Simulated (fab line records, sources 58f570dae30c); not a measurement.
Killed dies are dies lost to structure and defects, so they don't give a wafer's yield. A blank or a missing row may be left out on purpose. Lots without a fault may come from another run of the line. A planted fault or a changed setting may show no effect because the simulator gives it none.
Problem report in the 8D (eight disciplines) form, filled by code | flow berkeley_cmos170 | the parts of the form that need people (team, actions taken, sign-off) are left out

1. THE PROBLEM
GATE_POLY_THK at UCB170_GATE_THK_MEAS_05 reads a mean of 159.2 nm on 6 wafers of 2 lots; wafers without a fault read 214.5 nm with a standard deviation of 2.4. That is -23 standard deviations from the usual mean.
First seen on wafer L125.2, day 9 10:16, on film_metro-03. The record holds 42 wafers of 14 lots with a number at this step. Rule for "out", or "out of limits": more than 4 standard deviations from the usual mean. The other wafers with a number count as sound.

2. WHAT IT IS AND WHAT IT IS NOT
question                    | is                           | is not
which readings at this step | GATE_POLY_THK                | -
which lots                  | L125, L126                   | L116, L117, L118, L120, L121, L122, L123, L124, L127, L137, L138, L139
which wafers of those lots  | all that have a number       | -
read on which gauges        | film_metro-01, film_metro-03 | film_metro-04
when                        | from day 9 10:16             | up to then (24 sound wafers); but 12 sound wafers of L127, L137, L138, L139 came after

3. SUSPECTS, AND WHAT RULES EACH OUT
Counting: a tool at a process step up to the reading stays a suspect if it ran every lot that is out and no sound lot after the first of them.
- the gauge at UCB170_GATE_THK_MEAS_05: ruled out. The wafers that are out were read on 2 gauges (film_metro-01, film_metro-03).
- lpcvd-02 at UCB170_GATE_CVD_04 (deposits poly-Si from SiH4, time 1440 s, target thk 214 nm): ruled out as a lasting fault. Sound lots L137, L138 ran on it after its first lot that is out, L125 (day 9 08:51).
Left after counting: nothing in the record.

4. THE CAUSE (what the simulator had put in)
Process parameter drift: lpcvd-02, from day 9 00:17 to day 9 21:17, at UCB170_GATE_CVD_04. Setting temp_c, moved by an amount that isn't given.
Counting ruled it out, wrongly: the rule takes a fault to strike every lot that its tool runs from its start on, and this one did not.

5. THE CHAIN OF EFFECTS, in route order
Each row: a reading whose mean over the struck wafers that have a number lies more than 3 standard deviations from the usual. Only readings for which the record gives a usual standard deviation are gone through. hours: the time from each lot's start at the first step in this table that gives one to its start at this step, as a median over the lots. sigmas: the change in usual standard deviations.
hours | step                    | reading           | usual      | on struck wafers | change | sigmas
0     | UCB170_GATE_CVD_04      | spike_tc_centre_C | 612.2 C    | 600.8            | -11.4  | -8.2
0     | UCB170_GATE_CVD_04      | spike_tc_load_C   | 633.0 C    | 620.8            | -12.2  | -5.1
0     | UCB170_GATE_CVD_04      | spike_tc_source_C | 631.6 C    | 620.3            | -11.3  | -3.8
0     | UCB170_GATE_CVD_04      | susceptor_temp_C  | 610.05 C   | 598.09           | -11.96 | -46
1     | UCB170_GATE_THK_MEAS_05 | GATE_POLY_THK     | 214.5 nm   | 159.2            | -55.3  | -23
8     | UCB170_GATE_ETCH_15     | oes_product_au    | 0.833 a.u. | 0.689            | -0.144 | -12
The process steps in it:
- UCB170_GATE_CVD_04: deposits poly-Si from SiH4, time 1440 s, target thk 214 nm.
- UCB170_GATE_ETCH_15: etches poly-Si in HBr/Cl2, stops on SiO2, time 56.3 s, target depth 278.2 nm.
Later measuring or inspecting steps at which every struck wafer that the step has a row for has a number for every such reading, and none has moved that far: UCB170_PSD_TW_MEAS_10.

6. WHAT WOULD HAVE CAUGHT IT SOONER
In this record the first reading out of limits at a measuring or inspecting step was taken at day 9 10:16, 10 hours after the fault began at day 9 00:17.
The tool's own readings at UCB170_GATE_CVD_04 were out on every struck wafer that the step has a row for (spike_tc_centre_C, spike_tc_load_C, susceptor_temp_C): an alarm limit on them would have fired on the first of those.
